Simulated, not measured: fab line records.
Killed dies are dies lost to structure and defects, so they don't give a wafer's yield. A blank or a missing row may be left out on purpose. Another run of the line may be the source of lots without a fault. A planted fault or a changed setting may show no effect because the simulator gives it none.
Split-lot experiment | flow rit-cmos | route with 202 steps; 5 lots, 23 wafers read

THE SPLIT
At RIT_PWELL_COAT_01 (resist thk 1300 nm), the setting resist-thk-nm was moved away from the recipe's 1300 nm on 9 of the 23 wafers read, by -4.1% to +4.5%. This setting was run at the recipe's value on the other wafers.

FROM THE SPLIT TO THE READING: what the file shows between them, 3 steps
- RIT_PWELL_SOFTBAKE_02: time 60 s
- RIT_PWELL_EXPOSE_03: exposes mask M3, target cd 43700 nm
- RIT_PWELL_DEVELOP_05: develop time 68 s

THE READING
NOVOLAK_of_PWELL_COAT_01.thk-nm (the simulator's own value, which no gauge read), in nm, at RIT_PWELL_HARDBAKE_07 (time 120 s). The file gives no usual value for it. Across the 14 wafers here that went through the recipe, the average is 1135 nm and the standard deviation 4.4 nm.

wafer  | tool, chamber at the split | resist-thk-nm as run, nm | against the recipe | NOVOLAK_of_PWELL_COAT_01.thk-nm, nm | against lot-mates on the recipe
L075.1 | litho-track-01, 0          | 1300                     | recipe             | 1135                                | -
L075.3 | litho-track-01, 0          | 1300                     | recipe             | 1144                                | -
L075.6 | litho-track-01, 0          | 1300                     | recipe             | 1140                                | -
L077.1 | litho-track-04, 0          | 1358                     | +4.5%              | 1188                                | +52
L077.2 | litho-track-04, 0          | 1358                     | +4.5%              | 1187                                | +52
L077.3 | litho-track-04, 0          | 1300                     | recipe             | 1135                                | -
L077.4 | litho-track-04, 0          | 1358                     | +4.5%              | 1186                                | +50
L077.6 | litho-track-04, 0          | 1300                     | recipe             | 1136                                | -
L081.1 | litho-track-03, 0          | 1300                     | recipe             | 1142                                | -
L081.2 | litho-track-03, 0          | 1247                     | -4.1%              | 1098                                | -43
L081.4 | litho-track-03, 0          | 1247                     | -4.1%              | 1095                                | -46
L081.5 | litho-track-03, 0          | 1300                     | recipe             | 1140                                | -
L081.6 | litho-track-03, 0          | 1247                     | -4.1%              | 1097                                | -44
L082.1 | litho-track-04, 0          | 1300                     | recipe             | 1130                                | -
L082.2 | litho-track-04, 0          | 1300                     | recipe             | 1130                                | -
L082.3 | litho-track-04, 0          | 1300                     | recipe             | 1132                                | -
L082.4 | litho-track-04, 0          | 1300                     | recipe             | 1132                                | -
L082.6 | litho-track-04, 0          | 1300                     | recipe             | 1133                                | -
L085.1 | litho-track-04, 0          | 1300                     | recipe             | 1134                                | -
L085.3 | litho-track-04, 0          | 1332                     | +2.5%              | 1159                                | +26
L085.4 | litho-track-04, 0          | 1332                     | +2.5%              | 1162                                | +30
L085.6 | litho-track-04, 0          | 1332                     | +2.5%              | 1162                                | +30
L085.5 | litho-track-04, 0          | 1300                     | recipe             | 1131                                | -

THE FIT
A straight line over all 23 wafers: NOVOLAK_of_PWELL_COAT_01.thk-nm changes by +10.5 nm for each +1% of resist-thk-nm; r = +0.99; the points scatter about the line by 4.2 nm.
The same after taking each lot's own level away (the mean of its wafers on the recipe; 23 wafers): +11.3 nm for each +1%; r = +1.00; scatter 1.9 nm.
The reading moves by 50 nm for the largest change in resist-thk-nm, on that fit.
From 1131.4 to 1141.0 nm: that is the span of the lots' own levels, equal to 2.2 times the standard deviation above.
Hence the lot-to-lot level has little effect on the slope; both slopes agree.
Check: with one of the wafers moved furthest among these (+4.5%) left out of the fit, the line predicts +50.3 nm for it against its lot-mates. It came out at +52.5 nm against them.

ADDITIONAL SPLITS CARRIED BY THESE WAFERS
Other splits were also applied to these wafers ahead of the reading. Each is held against what the fit with the lots' levels taken away leaves over:
other split on the same wafers | wafers away from the commonest value | r with NOVOLAK_of_PWELL_COAT_01.thk-nm (lot level and that fit taken away)
RIT_ACTIVE_OXIDATION_01 temp-c | 18                                   | +0.16
RIT_ACTIVE_EXPOSE_08 dose-mj   | 8                                    | +0.06
RIT_NWELL_IMPLANT_08 dose-cm2  | 10                                   | +0.00

THE WHOLE CHAIN: every reading that the file lists as answering this split, in the file's order
step                  | what it does       | reading                                                                          | change (the file's fit)              | r (the file's)
RIT_PWELL_COAT_01     | resist thk 1300 nm | NOVOLAK_of_PWELL_COAT_01.thk-nm (the simulator's own value, which no gauge read) | +13.1 nm for each +1% of the setting | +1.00
RIT_PWELL_HARDBAKE_07 | time 120 s         | NOVOLAK_of_PWELL_COAT_01.thk-nm (the simulator's own value, which no gauge read) | +11.3 nm for each +1% of the setting | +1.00

THE FILE'S OWN FIT
NOVOLAK_of_PWELL_COAT_01.thk-nm changes by +11.3 nm for each +1% of resist-thk-nm, r = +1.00.
